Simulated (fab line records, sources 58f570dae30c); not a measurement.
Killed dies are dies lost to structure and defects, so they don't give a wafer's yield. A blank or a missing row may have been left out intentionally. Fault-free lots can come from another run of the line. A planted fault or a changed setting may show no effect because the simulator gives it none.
fab line records	flow berkeley_cmos170
record: lots: 6	wafers: 18	last_day: 13
route steps=331 shown PLDD@155 NLDD@158 SPACER@171 PSD@175 NSD@187 M3@331
lots that met no fault: from a run of the same line without faults
start_h: hours from the record's first day to the start of the lot's first wafer shown	wait_h: time in hours since the lot's previous step	" unchanged from the row above	L1.1+2: a single row standing in for several wafers	- either no value or no given start	* or withheld: withheld	< > ~ a bound
route shown NAME@n: NAME is a module with steps in the file, n the number in the route of the first one	usual: mean and standard deviation over wafers with no fault	same: alike in all rows	chamber/n: place in a boat	sites: the reading at each site	_std_site: standard deviation of those values	_edge_site: outer sites' mean less inner sites'	radius_mm: for every site, how far away it sits from the centre of the wafer	mask NAME#n: copy n	behind: the tool/chamber that last shaped the wafer	hold: why the lot was held/for how many hours/how that ended	device: the n, p or np transistor that did not switch	end of line: the tests these same wafers got at the end of their route	a step without rows: its recipe alone	killed: dies that structure and defects cost at the first sort, which is not the same as the wafer's yield	map: a wafer's dies, marking killed ones x, the rest . and places with no die _
set.NAME: setting as actually run; set.NAME@STEP: the setting as run at that earlier step	model.NAME: the simulator's own value behind a step, which no gauge read
lots at selected steps of the route; one table per step, one row per wafer
services: a tool's chamber out of use, with start hour (start_h, from the record's first day; less than 0 if before it), hours out, and reason
== steps ==
step: UCB170_PLDD_STRIP_10
recipe: chemistry: O2	power_w: 400	pressure_mtorr: 3500	platen_temp_c: withheld	o2_flow_sccm: 400	overash_fraction: 0.5
usual: drypump_motor_current_A: 5.6/0.36	oes_product_au: 0.735/0.0049	strip_time_to_endpoint_s: 21.63/0.07
lot.wafer	tool	chamber	start_h	wait_h	drypump_motor_current_A	oes_product_au	rf_hours_counter_h	strip_time_to_endpoint_s
L539.2	plasma_asher-01	0	202.55	0.1	5.6	0.729	50	21.67
L539.3	"	0	"	"	5.6	0.737	-	21.69
L539.6	"	0	"	"	5.6	0.735	-	21.64
L540.1	plasma_asher-02	1	202.85	0.1	5.9	0.740	10	21.71
L540.3	"	0	"	"	5.8	0.736	-	21.76
L540.6	"	1	"	"	5.9	0.737	-	21.73
L544.2	plasma_asher-01	0	213.35	0.1	5.6	0.728	52	21.62
L544.3	"	1	"	"	5.9	0.734	-	21.59
L544.4	"	0	"	"	5.6	0.742	-	21.61
L542.1	plasma_asher-04	1	213.63	0.1	5.0	0.738	42	21.56
L542.4	"	1	"	"	5.0	0.739	-	21.67
L542.5	"	0	"	"	5.9	0.737	-	21.63
L545.2	plasma_asher-01	1	214.24	0.1	5.8	0.736	52	21.62
L545.5	"	1	"	"	5.8	0.734	-	21.57
L545.6	"	0	"	"	5.5	0.732	-	21.57
L553.2	plasma_asher-02	1	267.32	0.1	5.9	0.739	17	21.79
L553.3	"	1	"	"	5.9	0.732	-	21.70
L553.6	"	1	"	"	5.9	0.741	-	21.70
step: UCB170_PLDD_TW_MEAS_11
usual: PLDD_TW: 1011/5.6
lot.wafer	tool	chamber	start_h	wait_h	PLDD_TW
L539.2	film_metro-03	-	202.66	0.1	1000
L539.3	"	-	"	"	1005
L539.6	"	-	"	"	1007
L540.1	film_metro-04	-	202.95	0.1	1007
L540.3	"	-	"	"	1009
L540.6	"	-	"	"	1005
L544.2	film_metro-04	-	213.46	0.1	1009
L544.3	"	-	"	"	1008
L544.4	"	-	"	"	1010
L542.1	film_metro-03	-	213.73	0.1	1008
L542.4	"	-	"	"	1003
L542.5	"	-	"	"	1011
L545.2	film_metro-02	-	214.35	0.1	1006
L545.5	"	-	"	"	1009
L545.6	"	-	"	"	1007
L553.2	film_metro-04	-	267.43	0.1	1011
L553.3	"	-	"	"	1020
L553.6	"	-	"	"	1010
step: UCB170_PLDD_CLEAN_12
recipe: chemistry: SPM	temp_c: 120	time_s: 600
step: UCB170_NLDD_HMDS_00
recipe: prime_time_s: 60	prime_temp_c: 100
step: UCB170_NLDD_COAT_01
recipe: resist: KrF	spin_rpm: 1500	resist_thk_nm: 900
step: UCB170_NLDD_SOFTBAKE_02
recipe: resist: KrF	temp_c: 130	time_s: 60
step: UCB170_NLDD_EXPOSE_03
recipe: mask_id: NSELECT	na: 0.5	sigma_outer: 0.6	source_shape: conventional	target_cd_nm: 1200	dose_mj: 30
step: UCB170_NLDD_PEB_04
recipe: peb_temp_c: 130.8	peb_time_s: withheld	resist: KrF
step: UCB170_NLDD_DEVELOP_05
recipe: developer: TMAH	develop_time_s: 45	resist: KrF	dev_temp_c: 21
step: UCB170_NLDD_CD_MEAS_06
recipe: target_cd_nm: 1200
usual: cd_nm: 1199.9/1.6
lot.wafer	tool	chamber	start_h	wait_h	cd_nm
L539.2	cd_sem-02	-	204.03	-	1201.5
L539.3	"	-	"	"	1200.0
L539.6	"	-	"	"	1200.7
L540.1	cd_sem-02	-	204.17	-	1198.3
L540.3	"	-	"	"	1198.7
L540.6	"	-	"	"	1199.4
L544.2	cd_sem-02	-	215.98	-	1199.1
L544.3	"	-	"	"	1199.6
L544.4	"	-	"	"	1200.2
L542.1	cd_sem-02	-	216.68	-	1200.2
L542.4	"	-	"	"	1200.6
L542.5	"	-	"	"	1200.4
L545.2	cd_sem-01	-	216.72	-	1196.9
L545.5	"	-	"	"	1197.3
L545.6	"	-	"	"	1197.6
L553.2	cd_sem-02	-	268.82	-	1201.0
L553.3	"	-	"	"	1200.5
L553.6	"	-	"	"	1201.3
step: UCB170_NLDD_OVL_MEAS_07
usual: NLDD_OVL: -2/5.7
lot.wafer	tool	chamber	start_h	wait_h	NLDD_OVL[nm]
L539.2	overlay-01	-	204.14	0.1	-4
L539.3	"	-	"	"	0
L539.6	"	-	"	"	-1
L540.1	overlay-02	-	204.29	0.1	-7
L540.3	"	-	"	"	-5
L540.6	"	-	"	"	10
L544.2	overlay-02	-	216.09	0.1	-5
L544.3	"	-	"	"	-3
L544.4	"	-	"	"	-13
L542.1	overlay-01	-	216.80	0.1	-7
L542.4	"	-	"	"	4
L542.5	"	-	"	"	-5
L545.2	overlay-02	-	216.83	0.1	-9
L545.5	"	-	"	"	-4
L545.6	"	-	"	"	-12
L553.2	overlay-01	-	268.93	0.1	-4
L553.3	"	-	"	"	-3
L553.6	"	-	"	"	-14
step: UCB170_NLDD_IMPLANT_08
recipe: species: As	dose_cm2: 5e+13	energy_kev: 30	tilt_deg: 7	rotation_deg: 0
step: UCB170_NLDD_IMPLANT_09
recipe: species: As	dose_cm2: 5e+13	energy_kev: 30	tilt_deg: 7	rotation_deg: 180
usual: dose_ions_cm2: 5e+13/5.6e+10	faraday_current_uA: 158/3
lot.wafer	tool	chamber	start_h	wait_h	dose_ions_cm2	faraday_current_uA
L539.2	implanter-04	0	204.34	0.1	4.998e+13	158
L539.3	"	0	"	"	4.999e+13	165
L539.6	"	0	"	"	5.005e+13	158
L540.1	implanter-03	0	204.47	0.1	5.01e+13	161
L540.3	"	0	"	"	5e+13	161
L540.6	"	0	"	"	5.002e+13	159
L544.2	implanter-03	0	216.29	0.1	7.299e+13	231
L544.3	"	0	"	"	7.318e+13	230
L544.4	"	0	"	"	7.31e+13	234
L542.1	implanter-04	0	216.99	0.1	4.991e+13	156
L542.4	"	0	"	"	4.996e+13	161
L542.5	"	0	"	"	4.988e+13	157
L545.2	implanter-03	0	217.03	0.1	7.313e+13	233
L545.5	"	0	"	"	7.318e+13	226
L545.6	"	0	"	"	7.317e+13	227
L553.2	implanter-02	0	269.13	0.1	4.999e+13	159
L553.3	"	0	"	"	5.002e+13	162
L553.6	"	0	"	"	5.004e+13	159
step: UCB170_NLDD_STRIP_10
recipe: chemistry: O2	power_w: 400	pressure_mtorr: 3500	platen_temp_c: withheld	o2_flow_sccm: 400	overash_fraction: 0.5
usual: drypump_motor_current_A: 5.7/0.31	oes_product_au: 0.735/0.0043	strip_time_to_endpoint_s: 21.62/0.065
lot.wafer	tool	chamber	start_h	wait_h	drypump_motor_current_A	oes_product_au	rf_hours_counter_h	strip_time_to_endpoint_s
L539.2	plasma_asher-03	1	204.47	0.1	5.7	0.732	46	21.72
L539.3	"	0	"	"	6.1	0.733	-	21.67
L539.6	"	1	"	"	5.7	0.735	-	21.68
L540.1	plasma_asher-04	0	204.62	0.1	5.9	0.731	41	21.63
L540.3	"	0	"	"	5.9	0.749	-	21.67
L540.6	"	0	"	"	5.9	0.735	-	21.65
L544.2	plasma_asher-04	1	216.42	0.1	5.0	0.735	42	21.66
L544.3	"	1	"	"	5.0	0.734	-	21.67
L544.4	"	0	"	"	5.9	0.732	-	21.67
L542.1	plasma_asher-03	1	217.14	0.1	5.7	0.741	47	21.61
L542.4	"	0	"	"	6.0	0.734	-	21.61
L542.5	"	1	"	"	5.7	0.735	-	21.63
L545.2	plasma_asher-01	0	217.16	0.1	5.6	0.739	52	21.75
L545.5	"	1	"	"	5.9	0.737	-	21.73
L545.6	"	0	"	"	5.6	0.740	-	21.68
L553.2	plasma_asher-03	0	269.26	0.1	6.1	0.729	53	21.65
L553.3	"	1	"	"	5.7	0.738	-	21.59
L553.6	"	1	"	"	5.7	0.735	-	21.60
step: UCB170_NLDD_TW_MEAS_11
usual: NLDD_TW: 2221/11
lot.wafer	tool	chamber	start_h	wait_h	NLDD_TW
L539.2	film_metro-03	-	204.58	0.1	2212
L539.3	"	-	"	"	2204
L539.6	"	-	"	"	2205
L540.1	film_metro-02	-	204.72	0.1	2215
L540.3	"	-	"	"	2200
L540.6	"	-	"	"	2215
L544.2	film_metro-03	-	216.53	0.1	2340
L544.3	"	-	"	"	2344
L544.4	"	-	"	"	2352
L542.1	film_metro-04	-	217.24	0.1	2236
L542.4	"	-	"	"	2235
L542.5	"	-	"	"	2234
L545.2	film_metro-03	-	217.30	0.1	2353
L545.5	"	-	"	"	2345
L545.6	"	-	"	"	2344
L553.2	film_metro-02	-	269.37	0.1	2202
L553.3	"	-	"	"	2202
L553.6	"	-	"	"	2214
step: UCB170_NLDD_CLEAN_12
recipe: chemistry: SPM	temp_c: 120	time_s: 600
step: UCB170_SPACER_CVD_00
recipe: material: SiO2	target_thk_nm: 376	temp_c: 390	precursor: TEOS/O2	time_s: 47	rf_w: 550	pressure_mtorr: 9000
usual: heater_power_w: 251/52
lot.wafer	tool	chamber	start_h	wait_h	heater_power_w
L539.2	pecvd-01	2	204.82	0.0	294
L539.3	"	0	"	"	214
L539.6	"	2	"	"	295
L540.1	pecvd-03	0	205.00	0.0	166
L540.3	"	2	"	"	250
L540.6	"	2	"	"	254
L544.2	pecvd-03	1	216.88	0.0	207
L544.3	"	2	"	"	203
L544.4	"	1	"	"	218
L542.1	pecvd-04	0	217.78	0.0	241
L542.4	"	0	"	"	242
L542.5	"	0	"	"	250
L545.2	pecvd-03	2	217.78	0.0	220
L545.5	"	0	"	"	157
L545.6	"	1	"	"	182
L553.2	pecvd-04	1	269.61	0.0	266
L553.3	"	2	"	"	264
L553.6	"	0	"	"	243
step: UCB170_SPACER_THK_MEAS_01
recipe: reads: SiO2_of_SPACER_CVD_00
usual: SPACER_TEOS_THK: 378/6.3
lot.wafer	tool	chamber	start_h	wait_h	SPACER_TEOS_THK[nm]
L539.2	film_metro-01	-	204.88	0.0	367
L539.3	"	-	"	"	373
L539.6	"	-	"	"	377
L540.1	film_metro-03	-	205.04	0.0	381
L540.3	"	-	"	"	374
L540.6	"	-	"	"	377
L544.2	film_metro-04	-	217.04	0.1	377
L544.3	"	-	"	"	375
L544.4	"	-	"	"	385
L545.2	film_metro-04	-	217.83	0.0	374
L545.5	"	-	"	"	391
L545.6	"	-	"	"	391
L542.1	film_metro-03	-	217.84	0.0	372
L542.4	"	-	"	"	378
L542.5	"	-	"	"	375
L553.2	film_metro-01	-	269.75	0.1	369
L553.3	"	-	"	"	383
L553.6	"	-	"	"	379
step: UCB170_SPACER_ANNEAL_02
recipe: temp_c: 900	time_s: 1800	ambient: N2
step: UCB170_SPACER_ETCHBACK_03
recipe: stop_on: Si	target: SiO2	chemistry: CHF3/CF4/Ar	CHF3_flow_sccm: 50	cf4_flow_sccm: 10	Ar_flow_sccm: 120	pressure_mtorr: 200	rf_w: 500	target_depth_a: 3760	time_s: 100
usual: drypump_motor_current_A: 5.8/0.31	mfc_ar_sccm: 120.0/0.33	oes_product_au: 0.897/0.014	throttle_valve_pct: 6.46/0.12
lot.wafer	tool	chamber	start_h	wait_h	drypump_motor_current_A	mfc_ar_sccm	oes_product_au	rf_hours_counter_h	throttle_valve_pct
L539.2	rie_diel-02	2	209.84	0.0	6.0	120.4	0.859	125	6.60
L539.3	"	0	"	"	5.3	120.1	0.895	86	6.60
L539.6	"	3	"	"	6.2	120.1	0.908	-	6.34
L540.1	rie_diel-03	2	209.84	0.0	6.1	119.9	0.903	99	6.34
L540.3	"	1	"	"	5.7	120.0	0.914	130	6.60
L540.6	"	3	"	"	5.8	120.2	0.872	-	6.32
L544.2	rie_diel-03	1	221.64	0.0	5.7	119.3	0.919	131	6.61
L544.3	"	2	"	"	6.2	119.9	0.891	99	6.34
L544.4	"	0	"	"	5.7	120.1	0.895	68	6.59
L545.2	rie_diel-01	3	221.64	0.0	5.5	120.0	0.883	134	6.55
L545.5	"	3	"	"	5.6	119.8	0.906	-	6.53
L545.6	"	0	"	"	5.4	120.0	0.924	-	6.37
L542.1	rie_diel-03	1	221.71	0.1	5.7	120.6	0.918	131	6.61
L542.4	"	3	"	"	5.8	120.3	0.881	103	6.31
L542.5	"	1	"	"	5.7	120.2	0.920	-	6.60
L553.2	rie_diel-02	3	275.11	0.0	6.2	119.7	0.899	7	6.33
L553.3	"	2	"	"	6.0	120.1	0.886	126	6.61
L553.6	"	3	"	"	6.2	120.1	0.910	-	6.33
step: UCB170_PSD_HMDS_00
recipe: prime_time_s: 60	prime_temp_c: 100
step: UCB170_PSD_COAT_01
recipe: resist: KrF	spin_rpm: 1500	resist_thk_nm: 900
step: UCB170_PSD_SOFTBAKE_02
recipe: resist: KrF	temp_c: 130	time_s: 60
step: UCB170_PSD_EXPOSE_03
recipe: mask_id: PSELECT_MOD	na: 0.5	sigma_outer: 0.6	source_shape: conventional	target_cd_nm: 1200	dose_mj: 30
step: UCB170_PSD_PEB_04
recipe: peb_temp_c: 130	peb_time_s: withheld	resist: KrF
step: UCB170_PSD_DEVELOP_05
recipe: developer: TMAH	develop_time_s: 45	resist: KrF	dev_temp_c: 21
step: UCB170_PSD_CD_MEAS_06
recipe: target_cd_nm: 1200
usual: cd_nm: 1200.2/1.5
lot.wafer	tool	chamber	start_h	wait_h	cd_nm
L539.2	cd_sem-01	-	211.33	-	1202.6
L539.3	"	-	"	"	1203.0
L539.6	"	-	"	"	1202.3
L540.1	cd_sem-01	-	211.90	-	1200.6
L540.3	"	-	"	"	1201.3
L540.6	"	-	"	"	1201.6
L545.2	cd_sem-01	-	223.32	-	1201.0
L545.5	"	-	"	"	1200.2
L545.6	"	-	"	"	1199.8
L544.2	cd_sem-01	-	223.44	-	1202.7
L544.3	"	-	"	"	1202.3
L544.4	"	-	"	"	1202.5
L542.1	cd_sem-01	-	223.57	-	1198.8
L542.4	"	-	"	"	1199.5
L542.5	"	-	"	"	1199.3
L553.2	cd_sem-02	-	276.72	-	1200.8
L553.3	"	-	"	"	1201.8
L553.6	"	-	"	"	1201.5
step: UCB170_PSD_OVL_MEAS_07
usual: PSD_OVL: 1/6.1
lot.wafer	tool	chamber	start_h	wait_h	PSD_OVL[nm]
L539.2	overlay-02	-	211.44	0.1	1
L539.3	"	-	"	"	7
L539.6	"	-	"	"	-1
L540.1	overlay-01	-	212.02	0.1	-2
L540.3	"	-	"	"	-5
L540.6	"	-	"	"	-4
L545.2	overlay-01	-	223.42	0.1	0
L545.5	"	-	"	"	-1
L545.6	"	-	"	"	-4
L544.2	overlay-01	-	223.54	0.1	-3
L544.3	"	-	"	"	1
L544.4	"	-	"	"	4
L542.1	overlay-02	-	223.69	0.1	1
L542.4	"	-	"	"	-4
L542.5	"	-	"	"	-5
L553.2	overlay-02	-	276.82	0.1	-4
L553.3	"	-	"	"	0
L553.6	"	-	"	"	-5
step: UCB170_PSD_IMPLANT_08
recipe: species: B	dose_cm2: 2.95e+15	energy_kev: 20	tilt_deg: 7
step: UCB170_PSD_STRIP_09
recipe: chemistry: O2	power_w: 400	pressure_mtorr: 3500	platen_temp_c: withheld	o2_flow_sccm: 400	overash_fraction: 0.5
step: UCB170_PSD_TW_MEAS_10
usual: PSD_TW: 2318/12
lot.wafer	tool	chamber	start_h	wait_h	PSD_TW
L539.2	film_metro-03	-	211.73	0.1	2301
L539.3	"	-	"	"	2291
L539.6	"	-	"	"	2312
L540.1	film_metro-03	-	212.30	0.1	2314
L540.3	"	-	"	"	2311
L540.6	"	-	"	"	2318
L545.2	film_metro-02	-	223.71	0.1	2328
L545.5	"	-	"	"	2329
L545.6	"	-	"	"	2343
L544.2	film_metro-04	-	223.83	0.1	2336
L544.3	"	-	"	"	2337
L544.4	"	-	"	"	2328
L542.1	film_metro-02	-	223.98	0.1	2327
L542.4	"	-	"	"	2331
L542.5	"	-	"	"	2336
L553.2	film_metro-02	-	277.11	0.1	2314
L553.3	"	-	"	"	2301
L553.6	"	-	"	"	2310
step: UCB170_PSD_CLEAN_11
recipe: chemistry: SPM	temp_c: 120	time_s: 600
step: UCB170_NSD_HMDS_00
recipe: prime_time_s: 60	prime_temp_c: 100
step: UCB170_NSD_COAT_01
recipe: resist: KrF	spin_rpm: 1500	resist_thk_nm: 900
step: UCB170_NSD_SOFTBAKE_02
recipe: resist: KrF	temp_c: 130	time_s: 60
step: UCB170_NSD_EXPOSE_03
recipe: mask_id: NSELECT_MOD	na: 0.5	sigma_outer: 0.6	source_shape: conventional	target_cd_nm: 1200	dose_mj: 30
step: UCB170_NSD_PEB_04
recipe: peb_temp_c: 130	peb_time_s: withheld	resist: KrF
step: UCB170_NSD_DEVELOP_05
recipe: developer: TMAH	develop_time_s: 45	resist: KrF	dev_temp_c: 21
step: UCB170_NSD_CD_MEAS_06
recipe: target_cd_nm: 1200
usual: cd_nm: 1199.5/1.3
lot.wafer	tool	chamber	start_h	wait_h	cd_nm
L539.2	cd_sem-02	-	213.45	-	1200.8
L539.3	"	-	"	"	1202.0
L539.6	"	-	"	"	1201.1
L540.1	cd_sem-01	-	214.06	-	1200.8
L540.3	"	-	"	"	1199.2
L540.6	"	-	"	"	1198.2
L545.2	cd_sem-01	-	225.07	-	1201.3
L545.5	"	-	"	"	1200.7
L545.6	"	-	"	"	1200.1
L544.2	cd_sem-02	-	225.19	-	1200.4
L544.3	"	-	"	"	1199.9
L544.4	"	-	"	"	1200.0
L542.1	cd_sem-02	-	225.41	-	1199.9
L542.4	"	-	"	"	1198.2
L542.5	"	-	"	"	1200.7
L553.2	cd_sem-01	-	279.53	-	1199.0
L553.3	"	-	"	"	1200.0
L553.6	"	-	"	"	1198.6
step: UCB170_NSD_OVL_MEAS_07
usual: NSD_OVL: 2/5.4
lot.wafer	tool	chamber	start_h	wait_h	NSD_OVL[nm]
L539.2	overlay-01	-	213.55	0.1	1
L539.3	"	-	"	"	2
L539.6	"	-	"	"	10
L540.1	overlay-02	-	214.18	0.1	4
L540.3	"	-	"	"	7
L540.6	"	-	"	"	12
L545.2	overlay-02	-	225.18	0.1	-2
L545.5	"	-	"	"	0
L545.6	"	-	"	"	0
L544.2	overlay-01	-	225.30	0.1	-3
L544.3	"	-	"	"	0
L544.4	"	-	"	"	0
L542.1	overlay-01	-	225.53	0.1	2
L542.4	"	-	"	"	-2
L542.5	"	-	"	"	1
L553.2	overlay-02	-	279.64	0.1	-8
L553.3	"	-	"	"	-5
L553.6	"	-	"	"	-4
step: UCB170_NSD_IMPLANT_08
recipe: species: P	dose_cm2: 3e+15	energy_kev: 40.6	tilt_deg: 7
step: UCB170_NSD_STRIP_09
recipe: chemistry: O2	power_w: 400	pressure_mtorr: 3500	platen_temp_c: withheld	o2_flow_sccm: 400	overash_fraction: 0.5
usual: drypump_motor_current_A: 5.78/0.26	oes_product_au: 0.532/0.0047	strip_time_to_endpoint_s: 36.08/0.086
lot.wafer	tool	chamber	start_h	wait_h	drypump_motor_current_A	oes_product_au	rf_hours_counter_h	strip_time_to_endpoint_s
L539.2	plasma_asher-03	1	213.73	0.1	5.66	0.536	46	36.01
L539.3	"	0	"	"	6.07	0.538	-	36.05
L539.6	"	0	"	"	6.07	0.531	-	36.08
L540.1	plasma_asher-04	0	214.37	0.1	5.94	0.521	42	36.08
L540.3	"	1	"	"	5.01	0.535	-	36.11
L540.6	"	1	"	"	5.01	0.534	-	36.01
L545.2	plasma_asher-03	0	225.36	0.1	6.09	0.528	48	36.13
L545.5	"	0	"	"	6.08	0.536	-	36.05
L545.6	"	1	"	"	5.70	0.531	-	36.10
L544.2	plasma_asher-02	0	225.48	0.1	5.77	0.534	13	36.15
L544.3	"	1	"	"	5.84	0.533	-	36.27
L544.4	"	0	"	"	5.76	0.536	-	36.21
L542.1	plasma_asher-03	0	225.72	0.1	6.07	0.540	48	36.08
L542.4	"	1	"	"	5.73	0.532	-	36.00
L542.5	"	0	"	"	6.05	0.538	-	36.08
L553.2	plasma_asher-04	0	279.82	0.1	5.92	0.528	49	36.05
L553.3	"	0	"	"	5.88	0.529	-	36.07
L553.6	"	0	"	"	5.92	0.531	-	36.13
step: UCB170_SDANNEAL_RS_MEAS_05
recipe: thk_meas_gauge: four-point-probe
usual: NLDD_RS: 616.0/1.3
lot.wafer	tool	chamber	start_h	wait_h	NLDD_RS[ohm/sq]
L539.2	film_metro-03	-	216.07	0.1	616.3
L539.3	"	-	"	"	614.5
L539.6	"	-	"	"	616.6
L540.1	film_metro-04	-	216.91	0.1	616.2
L540.3	"	-	"	"	615.3
L540.6	"	-	"	"	615.7
L545.2	film_metro-03	-	226.92	0.1	534.9
L545.5	"	-	"	"	535.0
L545.6	"	-	"	"	535.1
L544.2	film_metro-02	-	227.04	0.1	534.2
L544.3	"	-	"	"	536.1
L544.4	"	-	"	"	535.1
L542.1	film_metro-04	-	227.35	0.1	614.4
L542.4	"	-	"	"	616.4
L542.5	"	-	"	"	615.7
L553.2	film_metro-03	-	281.38	0.1	614.7
L553.3	"	-	"	"	615.1
L553.6	"	-	"	"	618.1
step: UCB170_M3_PROBE_99
lot.wafer	tool	chamber	start_h	wait_h	model.etest.nldd.line_ohm_um	model.etest.nldd.rs_ohm_sq	model.etest.nmos_0p6.r_on_ohm_um	model.etest.nmos_0p35.r_on_ohm_um	model.etest.nmos_0p35.overlap_ff_um	model.etest.nmos_turned.overlap_ff_um
L539.2	prober-01	-	240.00	0.1	1265	768.2	2253	1434	0.266	0.284
L539.3	prober-01	-	240.05	0.2	1241	764.8	2284	1448	0.2647	0.2818
L539.6	prober-01	-	240.20	0.2	1231	768	2286	1461	0.2645	0.2803
L540.1	prober-01	-	241.09	0.1	1260	777.9	2330	1484	0.2652	0.2791
L545.2	prober-01	-	252.33	0.1	1085	664.4	2235	1407	0.2802	0.288
L545.5	prober-01	-	252.48	0.2	1089	659.6	2232	1423	0.2857	0.2938
L545.6	prober-01	-	252.53	0.2	1072	662.9	2278	1433	0.2819	0.2904
L542.1	prober-02	-	252.56	0.1	1284	775.1	2274	1447	0.2648	0.2787
L542.4	prober-02	-	252.71	0.2	1275	773.2	2310	1473	0.2669	0.2813
L542.5	prober-02	-	252.76	0.2	1283	767.9	2274	1449	0.2637	0.2788
L544.2	prober-01	-	252.75	0.1	1087	662	2228	1398	0.2782	0.2882
L544.3	prober-01	-	252.80	0.2	1105	662.4	2191	1374	0.2809	0.2894
L544.4	prober-01	-	252.85	0.2	1102	661.7	2246	1414	0.2805	0.2895
L553.2	prober-02	-	305.69	0.1	1243	761.2	2232	1404	0.2695	0.283
L553.3	prober-02	-	305.74	0.2	1233	763.4	2277	1455	0.269	0.2834
L553.6	prober-02	-	305.89	0.2	1229	763.2	2213	1411	0.2726	0.2866
killed by level:class
L539.2 GATE:geometric_particle:open=1 M3:geometric_particle:short=1 V2:coat_microbubble_printed=1
L539.3 WELLDRIVE:geometric_particle:short=1
L539.6 M1:geometric_particle:short=1 V1:geometric_particle:short=1
L540.1 GATE:geometric_particle:short=1 SILICIDE:geometric_particle:short=1
L542.1 ACTIVE:geometric_particle:short=1 SPACER:geometric_particle:short=1 SPACER:geometric_particle:open=1 M1:geometric_particle:short=1
L542.4 M1:geometric_particle:short=1 V1:geometric_particle:open=1 V1:geometric_particle:short=1
L544.2 ACTIVE:area_etch=5 GATE:geometric_particle:open=1 SPACER:geometric_particle:open=1
L544.3 SILICIDE:geometric_particle:open=2 FIELD:geometric_particle:open=1 FIELD:geometric_particle:short=1 GATE:geometric_particle:open=1 GATE:geometric_particle:short=1 M2:geometric_particle:short=1 V2:geometric_particle:open=1
L544.4 SPACER:geometric_particle:short=1 SILICIDE:geometric_particle:open=1 CONTACT:geometric_particle:open=1 M2:geometric_particle:short=1
L553.2 ACTIVE:geometric_particle:open=1 GATE:geometric_particle:short=1 NWELL:area_etch=1
L553.3 START:geometric_particle:short=1
L553.6 GATE:geometric_particle:short=2 SPACER:geometric_particle:short=1 V1:geometric_particle:open=1 GATE:coat_microbubble_printed=1
== services ==
tool	chamber	start_h	hours	kind
pecvd-04	-	192.32	1.7	repair
rie_diel-03	0	195.64	1.5	repair
pecvd-04	2	206.27	31.5	repair
rie_diel-02	-	211.92	28.1	pm
implanter-04	-	220.46	1.4	repair
plasma_asher-04	-	221.93	5.0	repair
rie_diel-01	0	222.67	13.2	repair
implanter-03	-	225.70	3.2	repair
implanter-02	-	232.77	9.9	repair
implanter-04	-	234.91	0.7	repair
rie_diel-03	1	240.11	23.5	repair
plasma_asher-02	-	254.88	3.2	repair
pecvd-03	-	255.32	0.7	repair
rie_diel-02	1	259.05	1.8	repair
rie_diel-01	3	259.51	-	clean
rie_diel-01	3	259.51	23.7	scheduled_down
rie_diel-01	3	259.51	23.7	vent_cycle
rie_diel-02	1	262.06	-	clean
rie_diel-02	1	262.06	31.8	scheduled_down
rie_diel-02	1	262.06	31.8	vent_cycle
implanter-02	-	265.08	0.6	repair
== key ==
first_sign: step: UCB170_NLDD_IMPLANT_09	reading: dose_ions_cm2	direction: up	sigmas: 99+	usual: 5e+13	struck: 7.313e+13
effect: step: UCB170_NLDD_IMPLANT_09	reading: faraday_current_uA	direction: up	sigmas: 24	usual: 158	struck: 230
effect: step: UCB170_NLDD_TW_MEAS_11	reading: NLDD_TW	direction: up	sigmas: 11	usual: 2221	struck: 2346
effect: step: UCB170_SDANNEAL_RS_MEAS_05	reading: NLDD_RS	direction: down	sigmas: 63	usual: 616.0	struck: 535.1
model_effect: step: UCB170_M3_PROBE_99	value: etest.nldd.line_ohm_um	without: 1281	struck: 1090
met_at UCB170_NLDD_IMPLANT_09
struck_wafers L544.2,L544.3,L544.4,L545.2,L545.5,L545.6
sort_left_out L545.2,L545.5,L545.6
tester_left_out L544,L545
onset_between 204.47 216.29
fault: kind: process_parameter_drift	tool: implanter-03	chamber: -	onset_h: 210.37	steps: UCB170_NLDD_IMPLANT_09	channel: dose_cm2	offset: 2.3162e+13	shape: step	end_h: 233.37	acts_in: these_recipes_only	stated: 5e+13
tester_left_out: of these lots the tester's yield and bins aren't shown, on N5 and GAA mostly nor the transistor test; their killed dies are dies lost to structure and defects alone, not to doping, threshold or leakage, so they don't give the yield
sort_left_out: the simulated sort isn't trusted on such a fault, so these wafers' sort isn't shown, and their yield isn't known
